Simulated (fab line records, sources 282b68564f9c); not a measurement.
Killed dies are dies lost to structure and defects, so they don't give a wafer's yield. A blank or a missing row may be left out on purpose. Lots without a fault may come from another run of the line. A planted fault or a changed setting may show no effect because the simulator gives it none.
Which tool did it? | flow rit_cmos | 14 lots, 42 wafers sampled, at 2 steps of a route of 202

WHAT THE GAUGES READ, wafer by wafer
The record holds no reading of a measuring or inspecting step that can be judged against a usual standard deviation.

WHICH TOOL RAN EACH LOT (tool, then ch and the chambers of the sampled wafers, then the start)
lot  | RIT_SILICIDE_WET_ETCH_05       | RIT_M1_PROBE_99
L438 | wet_bench-02 ch 1, day 3 09:22 | -
L440 | wet_bench-01 ch 3, day 3 17:56 | -
L439 | wet_bench-03 ch 1, day 3 18:41 | -
L441 | wet_bench-03 ch 0, day 4 05:56 | -
L442 | wet_bench-01 ch 3, day 4 12:22 | prober-01, day 4 19:10
L445 | wet_bench-01 ch 0, day 5 06:55 | -
L450 | wet_bench-03 ch 2, day 5 23:58 | -
L451 | wet_bench-01 ch 0, day 6 11:19 | -
L453 | wet_bench-02 ch 1, day 6 23:49 | -
L455 | wet_bench-03 ch 1, day 7 11:51 | -
L458 | wet_bench-03 ch 2, day 7 19:37 | -
L459 | wet_bench-02 ch 3, day 8 05:35 | -
L460 | wet_bench-02 ch 1, day 8 10:19 | -
L461 | wet_bench-03 ch 3, day 8 22:19 | -
- RIT_SILICIDE_WET_ETCH_05: etches Ti in SPM, time 120 s.
- RIT_M1_PROBE_99

WHAT THE TOOLS THEMSELVES READ (means of the sampled wafers that have a number; where no wafer has one, the mark that the record gives instead)
RIT_SILICIDE_WET_ETCH_05. Usual: run_length_s 148 s, standard deviation 3.1.
lot  | tool         | run_length_s (s) | flag
L438 | wet_bench-02 | 145              |
L440 | wet_bench-01 | 146              |
L439 | wet_bench-03 | 146              |
L441 | wet_bench-03 | 153              |
L442 | wet_bench-01 | 146              |
L445 | wet_bench-01 | 86               | OFF
L450 | wet_bench-03 | 145              |
L451 | wet_bench-01 | 87               | OFF
L453 | wet_bench-02 | 152              |
L455 | wet_bench-03 | 146              |
L458 | wet_bench-03 | 152              |
L459 | wet_bench-02 | 148              |
L460 | wet_bench-02 | 144              |
L461 | wet_bench-03 | 153              |

RIT_M1_PROBE_99. Usual: killed_at_M0_to_M3 0.0, standard deviation 0.083; killed_at_contacts 0.0, standard deviation 0.16; killed_at_front_end 7, standard deviation 3.1; killed_dies 7, standard deviation 3.1; killed_open 3.6, standard deviation 2.2; killed_short 3.4, standard deviation 2.1.
lot  | tool      | killed_at_M0_to_M3 | killed_at_contacts | killed_at_front_end | killed_dies | killed_open | killed_short | flag
L442 | prober-01 | 0.0                | 0.0                | 8                   | 8           | 5.7         | 2.3          |

THE ANSWER, worked out from the rows above alone
Rule: a lot is off if the mean of its wafers that have a number lies more than 3 standard deviations from the usual mean. A lot without any number at a reading at which 4 lots or more have one is off too. The other lots that the step has rows for count as sound. The gauges are gone through in route order, then the tools' own readings, and for those a lot's mean is taken as printed above. The first step at which some lot is off is used, and at that step the reading that is off furthest; a lot without a number counts as furthest.
Off: L445, L451, at RIT_SILICIDE_WET_ETCH_05 (run_length_s).
A tool fits if, at that step or a process step before it, it ran every lot that is off, and no sound lot after the first of them. One fits: wet_bench-01 at RIT_SILICIDE_WET_ETCH_05. Its last sound lot is L442 (day 4 12:22), its first lot that is off L445 (day 5 06:55): a fault that began between those two fits.
The tool's own readings at RIT_SILICIDE_WET_ETCH_05 bear it out: on the lots that are off they differ by more than 5 times the standard deviation of the sound lots' means. run_length_s reads 86 s there against 148 s on the sound lots.

WHAT THE SIMULATOR HAD PUT IN
Process parameter drift: wet_bench-01, from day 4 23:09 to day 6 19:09, at RIT_SILICIDE_WET_ETCH_05. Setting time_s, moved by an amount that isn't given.
Lots struck among those shown: L445, L451. The rule above found the same.
